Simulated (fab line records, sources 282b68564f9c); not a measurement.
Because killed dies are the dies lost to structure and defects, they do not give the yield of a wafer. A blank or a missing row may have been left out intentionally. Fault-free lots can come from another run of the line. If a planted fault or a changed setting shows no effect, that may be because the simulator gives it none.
Which tool did it? / flow rit cmos / 14 lots, 42 wafers sampled, at 1 step of a route of 202

## WHAT THE GAUGES SHOWED, per wafer
The record lacks any reading of a measuring or inspecting step that a usual standard deviation could be used to judge.

## EACH LOT AND THE TOOL THAT RAN IT (in order: tool; ch and the chambers of the sampled wafers; start)
lot=L650; RIT_CONTACT_COAT_03=litho track-04 ch 0, day 3 02:08
lot=L654; RIT_CONTACT_COAT_03=litho track-04 ch 0, day 3 23:09
lot=L655; RIT_CONTACT_COAT_03=litho track-04 ch 0, day 4 03:14
lot=L656; RIT_CONTACT_COAT_03=litho track-03 ch 0, day 4 07:52
lot=L657; RIT_CONTACT_COAT_03=litho track-02 ch 0, day 4 13:59
lot=L658; RIT_CONTACT_COAT_03=litho track-03 ch 0, day 4 19:52
lot=L660; RIT_CONTACT_COAT_03=litho track-04 ch 0, day 5 04:23
lot=L664; RIT_CONTACT_COAT_03=litho track-02 ch 0, day 6 01:16
lot=L665; RIT_CONTACT_COAT_03=litho track-04 ch 0, day 6 06:09
lot=L666; RIT_CONTACT_COAT_03=litho track-02 ch 0, day 6 10:57
lot=L668; RIT_CONTACT_COAT_03=litho track-03 ch 0, day 6 20:41
lot=L669; RIT_CONTACT_COAT_03=litho track-04 ch 0, day 7 02:25
lot=L671; RIT_CONTACT_COAT_03=litho track-03 ch 0, day 7 11:26
lot=L672; RIT_CONTACT_COAT_03=litho track-02 ch 0, day 7 16:17
- RIT_CONTACT_COAT_03: resist thk 1000 nm.

## AS READ BY THE TOOLS THEMSELVES (means over the sampled wafers that have a number; for cases with no such wafer, the mark the record gives instead)
RIT_CONTACT_COAT_03.
lot=L650; tool=litho track-04; dispense pressure kPa (kPa)=53.2; spin speed rpm (rpm)=3251.4
lot=L654; tool=litho track-04; dispense pressure kPa (kPa)=53.2; spin speed rpm (rpm)=3250.6
lot=L655; tool=litho track-04; dispense pressure kPa (kPa)=53.2; spin speed rpm (rpm)=3247.9
lot=L656; tool=litho track-03; dispense pressure kPa (kPa)=54.1; spin speed rpm (rpm)=3249.1
lot=L657; tool=litho track-02; dispense pressure kPa (kPa)=51.1; spin speed rpm (rpm)=3248.8
lot=L658; tool=litho track-03; dispense pressure kPa (kPa)=54.1; spin speed rpm (rpm)=3250.8
lot=L660; tool=litho track-04; dispense pressure kPa (kPa)=53.1; spin speed rpm (rpm)=3249.6
lot=L664; tool=litho track-02; dispense pressure kPa (kPa)=51.2; spin speed rpm (rpm)=3251.6
lot=L665; tool=litho track-04; dispense pressure kPa (kPa)=53.1; spin speed rpm (rpm)=3488.5
lot=L666; tool=litho track-02; dispense pressure kPa (kPa)=51.2; spin speed rpm (rpm)=3252.6
lot=L668; tool=litho track-03; dispense pressure kPa (kPa)=54.1; spin speed rpm (rpm)=3251.0
lot=L669; tool=litho track-04; dispense pressure kPa (kPa)=53.2; spin speed rpm (rpm)=3489.3
lot=L671; tool=litho track-03; dispense pressure kPa (kPa)=54.1; spin speed rpm (rpm)=3248.9
lot=L672; tool=litho track-02; dispense pressure kPa (kPa)=51.1; spin speed rpm (rpm)=3248.8

## THE ANSWER, worked out from the rows above alone
Rule: usual is defined by the lots themselves. Put in order of their means at a reading, lots are off if they are a third of the lots or fewer, leave a main group of 4 or more, and stand apart from it by a gap of 3 or more times the standard deviation of the main group's means; of several such gaps the widest counts. A main group is skipped when, at the precision printed for the reading in the tables above, its means are all equal. A lot without any number at a reading at which 4 lots or more have one is off too. Any other lot the step has rows for is counted as sound. After the gauges, taken in route order, come the tools' own readings; for these a lot's mean is taken, as printed above. The first step at which some lot is off is used, and at that step the reading that is off furthest; a lot without a number counts as furthest.
Off, at RIT_CONTACT_COAT_03 on spin speed rpm: L665, L669. Main group: mean 3250.1 rpm, sd 1.4.
A tool fits if, at that step or a process step before it, it ran every lot that is off, and no sound lot after the first of them. One fits: litho track-04 at RIT_CONTACT_COAT_03. Its last sound lot is L660 (day 5 04:23), its first lot that is off L665 (day 6 06:09): a fault that began between those two fits.
On the lots that are off, the tool's own readings at RIT_CONTACT_COAT_03 differ by more than 5 times the standard deviation of the sound lots' means, which bears it out; spin speed rpm reads 3488.9 rpm there versus 3250.1 rpm on the sound lots.

## WHAT THE SIMULATOR HAD PUT IN
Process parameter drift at RIT_CONTACT_COAT_03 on litho track-04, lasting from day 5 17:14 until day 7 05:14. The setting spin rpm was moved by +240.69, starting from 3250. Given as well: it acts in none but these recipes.
Lots struck among those shown: L665, L669. The rule above found the same.
